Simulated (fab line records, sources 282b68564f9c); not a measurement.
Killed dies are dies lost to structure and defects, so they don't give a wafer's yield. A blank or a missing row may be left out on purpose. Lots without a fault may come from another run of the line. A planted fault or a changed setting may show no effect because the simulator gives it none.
Split-lot experiment | flow rit_cmos | 5 lots, 23 wafers read, on a route of 202 steps

THE SPLIT
At RIT_SILICIDE_SPUTTER_01 (material Ti, target thk 30 nm, time 240 s), the setting chamber_pressure_pa was moved away from the recipe's 0.667 Pa on 10 of the 23 wafers read, by -8.6% to +8.3%. The other wafers ran this setting at the recipe's value.

The file shows no step between the split and the reading.

THE READING
SILICIDE_TI_RS, in ohm/sq, at RIT_SILICIDE_RS_MEAS_02 (measures by four-point-probe). Fault-free wafers of this fab line usually give 48.0 ohm/sq, standard deviation 0.79 ohm/sq.

wafer  | tool, chamber at the split | chamber_pressure_pa as run, Pa | against the recipe | SILICIDE_TI_RS, ohm/sq | against lot-mates on the recipe
L075.1 | pvd_sputter-01, -          | 0.667                          | recipe             | 48.6                   | -
L075.2 | pvd_sputter-01, -          | 0.667                          | recipe             | 49.2                   | -
L075.3 | pvd_sputter-01, -          | 0.667                          | recipe             | 49.0                   | -
L075.5 | pvd_sputter-01, -          | 0.667                          | recipe             | 48.5                   | -
L075.6 | pvd_sputter-01, -          | 0.667                          | recipe             | 49.3                   | -
L077.2 | pvd_sputter-01, -          | 0.667                          | recipe             | 48.2                   | -
L077.3 | pvd_sputter-01, -          | 0.667                          | recipe             | 48.1                   | -
L077.4 | pvd_sputter-01, -          | 0.667                          | recipe             | 48.5                   | -
L077.5 | pvd_sputter-01, -          | 0.667                          | recipe             | 48.4                   | -
L077.6 | pvd_sputter-01, -          | 0.667                          | recipe             | 47.4                   | -
L081.1 | pvd_sputter-01, -          | 0.6098                         | -8.6%              | 41.0                   | no lot-mate on the recipe
L081.2 | pvd_sputter-01, -          | 0.6098                         | -8.6%              | 41.5                   | no lot-mate on the recipe
L081.3 | pvd_sputter-01, -          | 0.6098                         | -8.6%              | 40.1                   | no lot-mate on the recipe
L081.4 | pvd_sputter-01, -          | 0.6098                         | -8.6%              | 40.9                   | no lot-mate on the recipe
L081.5 | pvd_sputter-01, -          | 0.6098                         | -8.6%              | 40.4                   | no lot-mate on the recipe
L083.1 | pvd_sputter-01, -          | 0.667                          | recipe             | 47.7                   | -
L083.2 | pvd_sputter-01, -          | 0.667                          | recipe             | 48.3                   | -
L083.3 | pvd_sputter-01, -          | 0.667                          | recipe             | 48.1                   | -
L084.1 | pvd_sputter-04, -          | 0.7224                         | +8.3%              | 59.1                   | no lot-mate on the recipe
L084.3 | pvd_sputter-04, -          | 0.7224                         | +8.3%              | 56.6                   | no lot-mate on the recipe
L084.4 | pvd_sputter-04, -          | 0.7224                         | +8.3%              | 57.8                   | no lot-mate on the recipe
L084.5 | pvd_sputter-04, -          | 0.7224                         | +8.3%              | 57.8                   | no lot-mate on the recipe
L084.6 | pvd_sputter-04, -          | 0.7224                         | +8.3%              | 56.9                   | no lot-mate on the recipe

THE FIT
A straight line over all 23 wafers: SILICIDE_TI_RS changes by +0.998 ohm/sq for each +1% of chamber_pressure_pa; r = +0.99; the points scatter about the line by 0.8 ohm/sq.
Too few moved wafers have a lot-mate on the recipe to fit a line with each lot's own level taken away.

THE FILE'S OWN FIT
SILICIDE_TI_RS changes by +0.996 ohm/sq for each +1% of chamber_pressure_pa, r = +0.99.
